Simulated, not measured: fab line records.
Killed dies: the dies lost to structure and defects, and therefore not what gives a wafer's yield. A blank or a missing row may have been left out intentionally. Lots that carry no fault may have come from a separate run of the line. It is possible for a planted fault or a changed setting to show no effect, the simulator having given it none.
Struck lot and sound lot, side by side :: flow rit-cmos :: 14 out of 202 route steps
Sound: wafers L939.1, L939.3, L939.4. Wafers struck: L945.3, L945.4, L945.6. Last of all comes the cause.
Order at every step that has rows: each side's tool, ch and its chambers, its first start. Under that, the readings that differ: sound wafers :: struck wafers :: difference of the means :: sigmas: that difference in standard deviations of wafers without a fault.
alike: a reading whose means differ by less than 2 such deviations, as well as words and numbers matching on both sides. not compared: withheld readings; readings where some wafer has no value; bounds like >300 that might hide an equal value; numbers whose values overlap and for which the record gives no deviation.
A row with sigmas, a row that says differs or no value, or rows on one side alone: a step with any of these is where the two part. Numbers that have no deviation but don't overlap get no sigmas and don't part them. A reading missing from all wafers of one side parts the sides only when that side holds two or more wafers.

first, 4 steps without rows for these wafers: RIT_NWELL_SOFTBAKE_02 (time 60 s); RIT_NWELL_EXPOSE_03 (exposes mask M2, target cd 43900 nm); RIT_NWELL_PEB_04; RIT_NWELL_DEVELOP_05 (develop time 68 s).
RIT_NWELL_OVL_MEAS_06:
  sound on overlay-02, day 3 14:10; struck on overlay-01, day 4 20:18
  alike: NWELL_OVL
then, 2 steps without rows for these wafers: RIT_NWELL_HARDBAKE_07 (time 120 s); RIT_NWELL_IMPLANT_08.
RIT_NWELL_STRIP_09: strips in O2, time 180 s.
  sound on plasma-asher-02 ch 0,1, day 3 14:35; struck on plasma-asher-03 ch 0,1, day 4 20:47
  alike: drypump-motor-current-A
  not compared: rf-hours-counter-h
RIT_NWELL_TW_MEAS_10:
  sound on film-metro-04, day 3 14:46; struck on film-metro-01, day 4 20:55
  alike: NWELL_TW
then, 3 steps without rows for these wafers: RIT_PWELL_HMDS_00 (prime time 60 s); RIT_PWELL_COAT_01 (resist thk 1300 nm); RIT_PWELL_SOFTBAKE_02 (time 60 s).
RIT_PWELL_EXPOSE_03: exposes mask M3, target cd 43700 nm.
  sound on iline-stepper-01 ch 0, day 3 15:17; struck on iline-stepper-01, day 4 21:35
  no value came back on the struck wafers for exposure-dose-mJ-cm2, focus-offset-nm (nm); on the sound wafers exposure-dose-mJ-cm2 reads 250.58 249.99 250.19
  alike: mask
then, 1 step without rows for these wafers: RIT_PWELL_PEB_04.

WHERE THEY PART
At RIT_PWELL_EXPOSE_03 and nowhere else, as far as this record goes.

WHY: what the simulator had put in
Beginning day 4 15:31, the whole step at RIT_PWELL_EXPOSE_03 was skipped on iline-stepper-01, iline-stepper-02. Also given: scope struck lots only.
